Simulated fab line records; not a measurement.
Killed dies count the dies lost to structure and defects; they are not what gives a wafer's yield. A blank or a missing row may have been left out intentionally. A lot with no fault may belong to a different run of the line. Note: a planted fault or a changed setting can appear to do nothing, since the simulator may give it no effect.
fab line records :: flow rit_cmos
record:
  lots: 15
  wafers: 45
  last_day: 7
route steps=202 shown GATE@87 M1@202
lots that met no fault: from a run of the same line without faults
start_h: start of the lot's first displayed wafer, in hours after the record's first day :: wait_h: time in hours since the lot's previous step :: " as in the row above :: L1.1+2: a row that stands for several wafers :: - value missing, or start not given :: * or withheld: withheld :: < > ~ a bound
route shown NAME@n: a module of which the file shows steps, and the number in the route of the first :: usual: the fault-free wafers' mean and standard deviation :: same: alike in all rows :: chamber/n: place in a boat :: sites: the reading at each site :: _std_site: how widely they spread, as a standard deviation :: _edge_site: mean of outer sites minus mean of inner sites :: radius_mm: for every site, how far away it sits from the centre of the wafer :: mask NAME#n: copy n :: behind: the most recent tool/chamber to have shaped the wafer :: hold: cause of the lot's hold/its duration in hours/its outcome :: device: whichever transistor did not switch (one of n, p or np) :: end of line: at the end of the route, the tests of the same wafers :: a step with no rows: only its recipe :: killed: dies lost to structure and defects at the first sort, not the wafer's yield :: map: the dies of a wafer, with x for killed, . for not killed, _ for no die there
set.NAME: the setting as run; set.NAME@STEP: as run at that earlier step :: model.NAME: the simulator's own value behind a step, which no gauge read
a sample of lots followed through the steps of the route, with each step as a table and each wafer as a row
== steps ==
step: RIT_GATE_COAT_11
recipe:
  resist: NOVOLAK
  spin_rpm: 4250
  resist_thk_nm: 850
usual:
  spin_speed_rpm: 4250/3.1
lot.wafer: L886.3
tool: litho_track-01
chamber: 0
start_h: 44.83
wait_h: 0.1
spin_speed_rpm: 4247

lot.wafer: L886.5
tool: litho_track-01
chamber: 0
start_h: 44.83
wait_h: 0.1
spin_speed_rpm: 4246

lot.wafer: L886.6
tool: litho_track-01
chamber: 0
start_h: 44.83
wait_h: 0.1
spin_speed_rpm: 4242

lot.wafer: L887.1
tool: litho_track-04
chamber: 0
start_h: 51.20
wait_h: 0.1
spin_speed_rpm: 4248

lot.wafer: L887.3
tool: litho_track-04
chamber: 0
start_h: 51.20
wait_h: 0.1
spin_speed_rpm: 4245

lot.wafer: L887.6
tool: litho_track-04
chamber: 0
start_h: 51.20
wait_h: 0.1
spin_speed_rpm: 4250

lot.wafer: L888.1
tool: litho_track-04
chamber: 0
start_h: 55.48
wait_h: 0.1
spin_speed_rpm: 4251

lot.wafer: L888.2
tool: litho_track-04
chamber: 0
start_h: 55.48
wait_h: 0.1
spin_speed_rpm: 4251

lot.wafer: L888.5
tool: litho_track-04
chamber: 0
start_h: 55.48
wait_h: 0.1
spin_speed_rpm: 4257

lot.wafer: L889.3
tool: litho_track-03
chamber: 0
start_h: 57.27
wait_h: 0.1
spin_speed_rpm: 4250

lot.wafer: L889.4
tool: litho_track-03
chamber: 0
start_h: 57.27
wait_h: 0.1
spin_speed_rpm: 4255

lot.wafer: L889.6
tool: litho_track-03
chamber: 0
start_h: 57.27
wait_h: 0.1
spin_speed_rpm: 4244

lot.wafer: L892.1
tool: litho_track-01
chamber: 0
start_h: 80.70
wait_h: 0.1
spin_speed_rpm: 4252

lot.wafer: L892.2
tool: litho_track-01
chamber: 0
start_h: 80.70
wait_h: 0.1
spin_speed_rpm: 4249

lot.wafer: L892.6
tool: litho_track-01
chamber: 0
start_h: 80.70
wait_h: 0.1
spin_speed_rpm: 4248

lot.wafer: L893.1
tool: litho_track-04
chamber: 0
start_h: 84.20
wait_h: 0.1
spin_speed_rpm: 4252

lot.wafer: L893.3
tool: litho_track-04
chamber: 0
start_h: 84.20
wait_h: 0.1
spin_speed_rpm: 4252

lot.wafer: L893.5
tool: litho_track-04
chamber: 0
start_h: 84.20
wait_h: 0.1
spin_speed_rpm: 4249

lot.wafer: L894.2
tool: litho_track-01
chamber: 0
start_h: 84.22
wait_h: 0.1
spin_speed_rpm: 4251

lot.wafer: L894.4
tool: litho_track-01
chamber: 0
start_h: 84.22
wait_h: 0.1
spin_speed_rpm: 4254

lot.wafer: L894.5
tool: litho_track-01
chamber: 0
start_h: 84.22
wait_h: 0.1
spin_speed_rpm: 4247

lot.wafer: L896.1
tool: litho_track-01
chamber: 0
start_h: 103.41
wait_h: 0.1
spin_speed_rpm: 4250

lot.wafer: L896.3
tool: litho_track-01
chamber: 0
start_h: 103.41
wait_h: 0.1
spin_speed_rpm: 4244

lot.wafer: L896.4
tool: litho_track-01
chamber: 0
start_h: 103.41
wait_h: 0.1
spin_speed_rpm: 4253

lot.wafer: L900.3
tool: litho_track-01
chamber: 0
start_h: 128.38
wait_h: 0.1
spin_speed_rpm: 3729

lot.wafer: L900.4
tool: litho_track-01
chamber: 0
start_h: 128.38
wait_h: 0.1
spin_speed_rpm: 3733

lot.wafer: L900.6
tool: litho_track-01
chamber: 0
start_h: 128.38
wait_h: 0.1
spin_speed_rpm: 3729

lot.wafer: L901.1
tool: litho_track-04
chamber: 0
start_h: 133.59
wait_h: 0.1
spin_speed_rpm: 4251

lot.wafer: L901.3
tool: litho_track-04
chamber: 0
start_h: 133.59
wait_h: 0.1
spin_speed_rpm: 4251

lot.wafer: L901.5
tool: litho_track-04
chamber: 0
start_h: 133.59
wait_h: 0.1
spin_speed_rpm: 4250

lot.wafer: L902.1
tool: litho_track-01
chamber: 0
start_h: 136.74
wait_h: 0.1
spin_speed_rpm: 3732

lot.wafer: L902.3
tool: litho_track-01
chamber: 0
start_h: 136.74
wait_h: 0.1
spin_speed_rpm: 3737

lot.wafer: L902.6
tool: litho_track-01
chamber: 0
start_h: 136.74
wait_h: 0.1
spin_speed_rpm: 3733

lot.wafer: L904.1
tool: litho_track-01
chamber: 0
start_h: 140.80
wait_h: 0.1
spin_speed_rpm: 3729

lot.wafer: L904.4
tool: litho_track-01
chamber: 0
start_h: 140.80
wait_h: 0.1
spin_speed_rpm: 3734

lot.wafer: L904.6
tool: litho_track-01
chamber: 0
start_h: 140.80
wait_h: 0.1
spin_speed_rpm: 3729

lot.wafer: L906.1
tool: litho_track-04
chamber: 0
start_h: 153.04
wait_h: 0.1
spin_speed_rpm: 4252

lot.wafer: L906.5
tool: litho_track-04
chamber: 0
start_h: 153.04
wait_h: 0.1
spin_speed_rpm: 4252

lot.wafer: L906.6
tool: litho_track-04
chamber: 0
start_h: 153.04
wait_h: 0.1
spin_speed_rpm: 4252

lot.wafer: L905.2
tool: litho_track-03
chamber: 0
start_h: 153.15
wait_h: 0.1
spin_speed_rpm: 4244

lot.wafer: L905.4
tool: litho_track-03
chamber: 0
start_h: 153.15
wait_h: 0.1
spin_speed_rpm: 4250

lot.wafer: L905.5
tool: litho_track-03
chamber: 0
start_h: 153.15
wait_h: 0.1
spin_speed_rpm: 4244

lot.wafer: L907.2
tool: litho_track-03
chamber: 0
start_h: 154.68
wait_h: 0.1
spin_speed_rpm: 4254

lot.wafer: L907.3
tool: litho_track-03
chamber: 0
start_h: 154.68
wait_h: 0.1
spin_speed_rpm: 4242

lot.wafer: L907.4
tool: litho_track-03
chamber: 0
start_h: 154.68
wait_h: 0.1
spin_speed_rpm: 4252
step: RIT_GATE_CD_MEAS_16
recipe:
  target_cd_nm: 150
usual:
  cd_nm: 149.9/2.5
lot.wafer: L886.3
tool: cd_sem-02
chamber: -
start_h: 45.64
wait_h: -
cd_nm: 153.3

lot.wafer: L886.5
tool: cd_sem-02
chamber: -
start_h: 45.64
wait_h: -
cd_nm: 153.5

lot.wafer: L886.6
tool: cd_sem-02
chamber: -
start_h: 45.64
wait_h: -
cd_nm: 154.5

lot.wafer: L887.1
tool: cd_sem-02
chamber: -
start_h: 51.95
wait_h: -
cd_nm: 149.6

lot.wafer: L887.3
tool: cd_sem-02
chamber: -
start_h: 51.95
wait_h: -
cd_nm: 149.9

lot.wafer: L887.6
tool: cd_sem-02
chamber: -
start_h: 51.95
wait_h: -
cd_nm: 149.9

lot.wafer: L888.1
tool: cd_sem-02
chamber: -
start_h: 56.45
wait_h: -
cd_nm: 153.0

lot.wafer: L888.2
tool: cd_sem-02
chamber: -
start_h: 56.45
wait_h: -
cd_nm: 150.6

lot.wafer: L888.5
tool: cd_sem-02
chamber: -
start_h: 56.45
wait_h: -
cd_nm: 152.5

lot.wafer: L889.3
tool: cd_sem-02
chamber: -
start_h: 58.18
wait_h: -
cd_nm: 150.6

lot.wafer: L889.4
tool: cd_sem-02
chamber: -
start_h: 58.18
wait_h: -
cd_nm: 148.3

lot.wafer: L889.6
tool: cd_sem-02
chamber: -
start_h: 58.18
wait_h: -
cd_nm: 148.9

lot.wafer: L892.1
tool: cd_sem-02
chamber: -
start_h: 81.74
wait_h: -
cd_nm: 153.9

lot.wafer: L892.2
tool: cd_sem-02
chamber: -
start_h: 81.74
wait_h: -
cd_nm: 151.7

lot.wafer: L892.6
tool: cd_sem-02
chamber: -
start_h: 81.74
wait_h: -
cd_nm: 151.8

lot.wafer: L893.1
tool: cd_sem-02
chamber: -
start_h: 84.93
wait_h: -
cd_nm: 151.2

lot.wafer: L893.3
tool: cd_sem-02
chamber: -
start_h: 84.93
wait_h: -
cd_nm: 154.6

lot.wafer: L893.5
tool: cd_sem-02
chamber: -
start_h: 84.93
wait_h: -
cd_nm: 153.7

lot.wafer: L894.2
tool: cd_sem-02
chamber: -
start_h: 85.16
wait_h: -
cd_nm: 149.4

lot.wafer: L894.4
tool: cd_sem-02
chamber: -
start_h: 85.16
wait_h: -
cd_nm: 148.8

lot.wafer: L894.5
tool: cd_sem-02
chamber: -
start_h: 85.16
wait_h: -
cd_nm: 147.1

lot.wafer: L896.1
tool: cd_sem-02
chamber: -
start_h: 104.11
wait_h: -
cd_nm: 147.2

lot.wafer: L896.3
tool: cd_sem-02
chamber: -
start_h: 104.11
wait_h: -
cd_nm: 151.2

lot.wafer: L896.4
tool: cd_sem-02
chamber: -
start_h: 104.11
wait_h: -
cd_nm: 150.9

lot.wafer: L900.3
tool: cd_sem-02
chamber: -
start_h: 129.07
wait_h: -
cd_nm: 157.2

lot.wafer: L900.4
tool: cd_sem-02
chamber: -
start_h: 129.07
wait_h: -
cd_nm: 156.1

lot.wafer: L900.6
tool: cd_sem-02
chamber: -
start_h: 129.07
wait_h: -
cd_nm: 159.9

lot.wafer: L901.1
tool: cd_sem-02
chamber: -
start_h: 134.41
wait_h: -
cd_nm: 149.9

lot.wafer: L901.3
tool: cd_sem-02
chamber: -
start_h: 134.41
wait_h: -
cd_nm: 149.8

lot.wafer: L901.5
tool: cd_sem-02
chamber: -
start_h: 134.41
wait_h: -
cd_nm: 146.9

lot.wafer: L902.1
tool: cd_sem-01
chamber: -
start_h: 139.62
wait_h: -
cd_nm: 156.9

lot.wafer: L902.3
tool: cd_sem-01
chamber: -
start_h: 139.62
wait_h: -
cd_nm: 159.4

lot.wafer: L902.6
tool: cd_sem-01
chamber: -
start_h: 139.62
wait_h: -
cd_nm: 161.2

lot.wafer: L904.1
tool: cd_sem-02
chamber: -
start_h: 141.50
wait_h: -
cd_nm: 159.4

lot.wafer: L904.4
tool: cd_sem-02
chamber: -
start_h: 141.50
wait_h: -
cd_nm: 159.8

lot.wafer: L904.6
tool: cd_sem-02
chamber: -
start_h: 141.50
wait_h: -
cd_nm: 160.1

lot.wafer: L906.1
tool: cd_sem-01
chamber: -
start_h: 153.86
wait_h: -
cd_nm: 153.8

lot.wafer: L906.5
tool: cd_sem-01
chamber: -
start_h: 153.86
wait_h: -
cd_nm: 151.2

lot.wafer: L906.6
tool: cd_sem-01
chamber: -
start_h: 153.86
wait_h: -
cd_nm: 152.3

lot.wafer: L905.2
tool: cd_sem-02
chamber: -
start_h: 154.17
wait_h: -
cd_nm: 149.8

lot.wafer: L905.4
tool: cd_sem-02
chamber: -
start_h: 154.17
wait_h: -
cd_nm: 148.6

lot.wafer: L905.5
tool: cd_sem-02
chamber: -
start_h: 154.17
wait_h: -
cd_nm: 149.6

lot.wafer: L907.2
tool: cd_sem-01
chamber: -
start_h: 155.46
wait_h: -
cd_nm: 151.2

lot.wafer: L907.3
tool: cd_sem-01
chamber: -
start_h: 155.46
wait_h: -
cd_nm: 149.6

lot.wafer: L907.4
tool: cd_sem-01
chamber: -
start_h: 155.46
wait_h: -
cd_nm: 150.2
step: RIT_M1_PROBE_99
usual:
  killed_at_contacts: 0.1/0.28
  killed_at_front_end: 7.1/2.8
  killed_dies: 7.1/2.9
  killed_open: 3.4/2
  killed_short: 3.6/2.1
same:
  gross_dies: 264
  killed_at_M0_to_M3: 0
  killed_at_M4_up: 0
  killed_at_back_side: 0
  killed_at_other: 0
lot.wafer: L900.3
tool: prober-02
chamber: -
start_h: 152.87
wait_h: 0.2
killed_at_contacts: 0
killed_at_front_end: 5
killed_dies: 5
killed_open: 1
killed_short: 4

lot.wafer: L902.1
tool: prober-02
chamber: -
start_h: 166.60
wait_h: 0.1
killed_at_contacts: 0
killed_at_front_end: 3
killed_dies: 3
killed_open: 3
killed_short: 0

lot.wafer: L902.3
tool: prober-02
chamber: -
start_h: 166.70
wait_h: 0.2
killed_at_contacts: 0
killed_at_front_end: 5
killed_dies: 5
killed_open: 2
killed_short: 3

lot.wafer: L902.6
tool: prober-02
chamber: -
start_h: 166.85
wait_h: 0.2
killed_at_contacts: 0
killed_at_front_end: 4
killed_dies: 4
killed_open: 2
killed_short: 2
killed by level:class
L900.3 ACTIVE:geometric_particle:short=1 GATE:geometric_particle:short=1 REOX:geometric_particle:open=1 REOX:geometric_particle:short=1 SILICIDE:geometric_particle:short=1
L902.1 FOX1:geometric_particle:open=2 REOX:geometric_particle:open=1
L902.3 SILICIDE:geometric_particle:short=2 GATE:geometric_particle:open=1 REOX:geometric_particle:short=1 SILICIDE:geometric_particle:open=1
L902.6 SILICIDE:geometric_particle:open=2 FOX1:geometric_particle:short=1 GATE:geometric_particle:short=1
== key ==
first_sign:
  step: RIT_GATE_COAT_11
  reading: spin_speed_rpm
  direction: down
  sigmas: 99+
  usual: 4250
  struck: 3732
effect:
  step: RIT_GATE_CD_MEAS_16
  reading: cd_nm
  direction: up
  sigmas: 3.7
  usual: 149.9
  struck: 158.9
met_at RIT_GATE_COAT_11
struck_lots L900,L902,L904
tester_left_out L900,L902,L904
onset_between 103.41 128.38
fault:
  kind: process_parameter_drift
  tool: litho_track-01
  chamber: -
  onset_h: 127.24
  steps: RIT_GATE_COAT_11
  channel: spin_rpm
  offset: -517.48
  shape: step
  end_h: 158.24
  acts_in: these_recipes_only
  stated: 4250
tester_left_out: of these lots the tester's yield and bins aren't shown, on N5 and GAA mostly nor the transistor test; their killed dies are dies lost to structure and defects alone, not to doping, threshold or leakage, so they don't give the yield
